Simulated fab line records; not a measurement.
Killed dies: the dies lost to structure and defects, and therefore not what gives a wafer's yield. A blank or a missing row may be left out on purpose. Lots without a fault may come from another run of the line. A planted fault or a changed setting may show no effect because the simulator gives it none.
8D (eight disciplines) problem report, filled in by code    flow rit_cmos    the parts of the form that need people (team, actions taken, sign-off) are left out

1. THE PROBLEM
tilt_deg at RIT_NLDD_IMPLANT_08 reads a mean of 6.699 degrees on 6 wafers of 2 lots; wafers without a fault read 7.000 degrees with a standard deviation of 0.021. That puts it -14 standard deviations away from the usual mean.
First seen on wafer L820.1, day 5 04:21, on implanter-02. At this step, 42 wafers from 14 lots have a number in the record. Rule for "out", or "out of limits": more than 4 standard deviations from the usual mean. The other wafers with a number count as sound.

2. WHAT IT IS AND WHAT IT IS NOT
question                     is                      is not
which readings at this step  tilt_deg                -
which lots                   L820, L821              L809, L810, L811, L812, L813, L814, L815, L817, L823, L827, L828, L830
which wafers of those lots   all that have a number  -
read on which tools          implanter-02            implanter-03, implanter-04
when                         from day 5 04:21        up to then (24 sound wafers); but 12 sound wafers of L823, L827, L828, L830 came after

3. WHAT RULES OUT EACH SUSPECT
Counting: any tool at a process step up to the reading is kept as a suspect provided that every lot that is out went through it and no sound lot did after the first of them.
- implanter-02 at RIT_NLDD_IMPLANT_08: kept. Every lot that is out went through it, starting with L820 (day 5 04:21), and after that it ran no sound lot; the last sound lot it ran before then is L813 (day 3 17:53). Its own tilt_deg readings are out on those wafers.
After counting, what remains is implanter-02 at RIT_NLDD_IMPLANT_08.

4. THE CAUSE (what the simulator had put in)
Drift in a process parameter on implanter-02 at RIT_NLDD_IMPLANT_08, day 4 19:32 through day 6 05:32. Setting tilt_deg shifted by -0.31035 from 7. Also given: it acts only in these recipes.
This tool alone remained once counting was done.

5. THE EFFECT CHAIN, in route order
Rows list readings where the struck wafers' mean (over those with a number) sits beyond 3 standard deviations from the usual. Only readings for which the record gives a usual standard deviation are gone through. hours: the time from each lot's start at the first step in this table that gives one to its start at this step, as a median over the lots. sigmas: the change in usual standard deviations.
hours  step                 reading   usual          on struck wafers  change  sigmas
0      RIT_NLDD_IMPLANT_08  tilt_deg  7.000 degrees  6.699             -0.301  -14
It contains these process steps:
- RIT_NLDD_IMPLANT_08

6. WHAT WOULD HAVE CAUGHT IT SOONER
In this record the first reading out of limits was taken at day 5 04:21, 9 hours after the fault began at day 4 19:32.
